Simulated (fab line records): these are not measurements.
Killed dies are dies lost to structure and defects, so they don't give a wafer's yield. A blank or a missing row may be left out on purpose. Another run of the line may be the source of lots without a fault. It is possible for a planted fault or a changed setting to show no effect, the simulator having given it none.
Comparing a struck lot with a sound one -- flow rit-cmos -- 23 steps out of a route of 202
Sound: the wafers L403.2, L403.4, L403.6. The struck wafers were L411.1, L411.3, L411.6. Last of all comes the cause.
For every step that has rows: the tool of each side, followed by ch and its chambers, followed by its first start. Under that, the readings that differ: sound wafers -- struck wafers -- difference of the means -- sigmas: that difference in standard deviations of wafers without a fault.
alike: readings with means less than 2 such deviations apart, plus words and numbers identical on both sides. not compared: withheld readings, readings lacking a value on some wafer, bounds such as >300 that could conceal the same value, and numbers that have no deviation in the record and whose values overlap.
The two part at a step that has a row with sigmas, a row that says differs or no value, or rows on one side only. Non-overlapping numbers with no deviation appear without sigmas and do not part them. Lack of a reading on every wafer of one side parts them only where that side has two or more wafers.

first, 1 step without rows for these wafers: RIT_SILICIDE_WET_ETCH_00 (etches SiO2 in BOE, target depth 14 nm, time 15 s).
RIT_SILICIDE_SPUTTER_01: material Ti, target thk 30 nm, time 240 s.
  struck on pvd-sputter-01, day 5 03:54; sound on pvd-sputter-01, day 3 01:46
  alike: throttle-valve-pct
RIT_SILICIDE_RS_MEAS_02: a four-point-probe measurement.
  struck on film-metro-03, day 5 04:03; sound on film-metro-03, day 3 01:56
  alike: SILICIDE_TI_RS
RIT_SILICIDE_THK_MEAS_03: measures by xrf.
  struck on film-metro-03, day 5 04:10; sound on film-metro-03, day 3 02:02
  alike: SILICIDE_TI_THK
RIT_SILICIDE_RTA_04: time 10 s, ramp up 5 s, ramp down 5 s.
  sound on rtp-anneal-02 ch 0, day 3 02:06; struck on rtp-anneal-02 ch 0, day 5 04:14
  alike: chamber-o2-ppm, wafer_temp_C_max
then, 1 step without rows for these wafers: RIT_SILICIDE_WET_ETCH_05 (etches Ti in SPM, time 120 s).
RIT_SILICIDE_RTA_06: time 10 s, ramp up 5 s, ramp down 10 s.
  sound on rtp-anneal-01 ch 0, day 3 02:13; struck on rtp-anneal-02 ch 0, day 5 04:20
  alike: chamber-o2-ppm, wafer_temp_C_max
RIT_CONTACT_CVD_00: deposits SiO2 from TEOS, target thk 400 nm, time 61 s.
  sound on pecvd-02 ch 0,2, day 3 02:16; struck on pecvd-04 ch 0,1,2, day 5 04:25
  alike: heater-power-w
RIT_CONTACT_THK_MEAS_01:
  struck on film-metro-04, day 5 04:28; sound on film-metro-03, day 3 02:20
  alike: CONTACT_TEOS_THK
then, 3 steps without rows for these wafers: RIT_CONTACT_HMDS_02 (prime time 60 s); RIT_CONTACT_COAT_03 (resist thk 1000 nm); RIT_CONTACT_SOFTBAKE_04 (time 60 s).
RIT_CONTACT_EXPOSE_05: exposes mask M11, target cd 1000 nm.
  sound on iline-stepper-01 ch 0, day 3 02:58; struck on iline-stepper-01 ch 0, day 5 05:01
reading,sound,struck,difference,sigmas
mask,M11#0 M11#0 M11#0,M11_R1#0 M11_R1#0 M11_R1#0,differs,
  alike: focus-offset-nm
then, 2 steps without rows for these wafers: RIT_CONTACT_PEB_06; RIT_CONTACT_DEVELOP_07 (develop time 120 s).
RIT_CONTACT_CD_MEAS_08: the cd target is 1000 nm.
  struck on cd-sem-02, day 5 05:32; sound on cd-sem-01, day 3 03:29
reading,sound,struck,difference,sigmas
cd-nm (nm),999.7 997.5 999.6,1149.0 1150.8 1149.3,+150.8,+75
RIT_CONTACT_OVL_MEAS_09:
  struck on overlay-01, day 5 05:40; sound on overlay-01, day 3 03:36
  alike: CONTACT_OVL
then, 1 step without rows for these wafers: RIT_CONTACT_HARDBAKE_10 (time 60 s).
RIT_CONTACT_ETCH_11: etches SiO2 in CHF3/CF4/Ar, stops on TiSi2, target depth 480 nm, time 320 s.
  sound on rie-diel-03 ch 0,2, day 3 03:47; struck on rie-diel-03 ch 0,1,2, day 5 05:50
reading,sound,struck,difference,sigmas
model.CONTACT.cd-nm (nm),999.3 997.7 999.8,1149 1151 1149,+151,
  alike: drypump-motor-current-A, oes-product-au, throttle-valve-pct
  not compared: rf-hours-counter-h
RIT_CONTACT_STRIP_12: strips in O2, time 180 s.
  sound on plasma-asher-01 ch 0,1, day 3 03:58; struck on plasma-asher-02 ch 0,1, day 5 06:02
  alike: drypump-motor-current-A
  not compared: rf-hours-counter-h
RIT_CONTACT_CD_MEAS_90: the cd target is 1000 nm.
  struck on cd-sem-01, day 5 06:13; sound on cd-sem-02, day 3 04:10
reading,sound,struck,difference,sigmas
cd-nm (nm),999.4 997.8 999.9,1149.4 1151.4 1149.7,+151.1,+76
then, 1 step without rows for these wafers: RIT_CONTACT_CLEAN_13 (cleans in SC1, time 600 s).
RIT_M1_PROBE_99:
  struck on prober-01, day 5 10:57; sound on prober-01, day 3 10:43
reading,sound,struck,difference,sigmas
model.etest.contact-to-gate.bv-right-v (V),89.56 94.02 91.41,55.19 53.12 54.49,-37.40,
model.etest.contact-to-gate.bv-left-v (V),90.17 88.09 87.61,53.89 52.49 55.73,-34.59,
model.etest.contact-nplus.rc-ohm,1.431 1.375 1.37,1.326 1.333 1.339,-0.059,
model.etest.contact-ppoly.rc-ohm,1.401 1.422 1.379,1.268 1.31 1.343,-0.094,
model.etest.contact-npoly.rc-ohm,1.354 1.367 1.38,1.309 1.282 1.29,-0.073,
  not compared: model.etest.contact-pplus.rc-ohm

## WHERE THEY PART
First at RIT_CONTACT_EXPOSE_05; last, within this record, at RIT_CONTACT_CD_MEAS_90.

WHY: what had been put in by the simulator
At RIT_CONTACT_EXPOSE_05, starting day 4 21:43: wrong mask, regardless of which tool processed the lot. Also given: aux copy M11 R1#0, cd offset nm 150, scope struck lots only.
